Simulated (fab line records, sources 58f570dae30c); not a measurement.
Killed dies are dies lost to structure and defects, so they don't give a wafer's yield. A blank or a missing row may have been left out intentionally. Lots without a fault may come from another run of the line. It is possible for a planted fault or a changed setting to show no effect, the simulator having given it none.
2 desks looking at one fault / flow berkeley-cmos170 / each desk holds nothing but its own numbers, with what lay behind them at the end

## THE TOOL OWNER'S DESK: rie-metal-03
The tool's own readings at UCB170_M1_METAL_ETCH_12 (etches Al in Cl2/BCl3, stops on PSG, target depth 780 nm, time 130 s): means of the sampled wafers that have a number, for each lot that ran on this tool. Any lot whose mean is over 4 standard deviations away from the usual mean is out of limits and marked OUT; that distance is given in the brackets.
Columns: A = bias-w at UCB170_M1_METAL_ETCH_12, usual 119.9 W; B = chamber-pressure-mTorr at UCB170_M1_METAL_ETCH_12, usual 11.999 mTorr; C = drypump-motor-current-A at UCB170_M1_METAL_ETCH_12, usual 5.6 A; D = oes-product-au at UCB170_M1_METAL_ETCH_12, usual 0.860 a.u.; E = rf-fwd-power-W at UCB170_M1_METAL_ETCH_12, usual 597.1 W; F = run-length-s at UCB170_M1_METAL_ETCH_12, usual 158.6 s; G = throttle-valve-pct at UCB170_M1_METAL_ETCH_12, usual 24.45 %
lot=L208; first seen here=day 6 19:07; A=120.1; B=12.002; C=5.1; D=0.857; E=597.8; F=157.9; G=24.61
lot=L218; first seen here=day 9 00:18; A=120.2; B=12.007; C=5.1; D=0.724 (-11) OUT; E=598.1; F=209.7 (+46) OUT; G=24.67
lot=L219; first seen here=day 9 01:24; A=120.0; B=11.989; C=5.1; D=0.721 (-12) OUT; E=598.3; F=209.9 (+47) OUT; G=24.67
Finding of this desk: L218, L219 out of limits; the first was L218 at day 9 00:18, on oes-product-au at UCB170_M1_METAL_ETCH_12. L208 stayed within limits.

## FROM THE METROLOGY DESK
Means of the sampled wafers that have a number, per lot and without regard to the tool the lot ran on: this is what the gauges read. Any lot whose mean is over 4 standard deviations away from the usual mean is out of limits and marked OUT; that distance is given in the brackets.
Columns: A = ACTIVE_NITRIDE_THK at UCB170_ACTIVE_THK_MEAS_06, usual 218.2 nm; B = cd-nm at UCB170_M1_CD_MEAS_90, usual 699.7 nm
lot=L208; first seen here=day 4 04:35; A=217.6; B=701.3
lot=L219; first seen here=day 5 22:54; A=217.4; B=688.0 (-6.2) OUT
lot=L218; first seen here=day 5 22:55; A=217.4; B=686.6 (-6.9) OUT
lot=L224; first seen here=day 6 21:04; A=217.5; B=701.1
lot=L225; first seen here=day 7 00:58; A=217.7; B=700.0
lot=L221; first seen here=day 7 00:59; A=217.9; B=698.6
lot=L228; first seen here=day 8 03:29; A=219.6; B=700.3
lot=L226; first seen here=day 8 03:31; A=216.6; B=699.1
lot=L230; first seen here=day 8 17:02; A=219.1; B=699.8
Finding of this desk: L218, L219 out of limits; the first was L218 at day 9 00:32, on cd-nm at UCB170_M1_CD_MEAS_90. L208, L224, L225, L221, L228, L226, L230 stayed within limits.

## ALL TOGETHER
At day 9 00:18, on L218, L219, the tool owner's desk was in a position to raise an alarm.
The metrology desk could have raised an alarm at day 9 00:32, on L218, L219.
All the named lots went through UCB170_M1_METAL_ETCH_12 on rie-metal-03.

## WHAT THE SIMULATOR PUT IN
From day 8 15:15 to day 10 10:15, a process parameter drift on rie-metal-03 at UCB170_M1_METAL_ETCH_12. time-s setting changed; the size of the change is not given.
Shown lots that were struck: L218, L219.
Counting hours from when the fault started, the first reading out of limits came at 9 for the tool owner's desk and at 9 for the metrology desk.
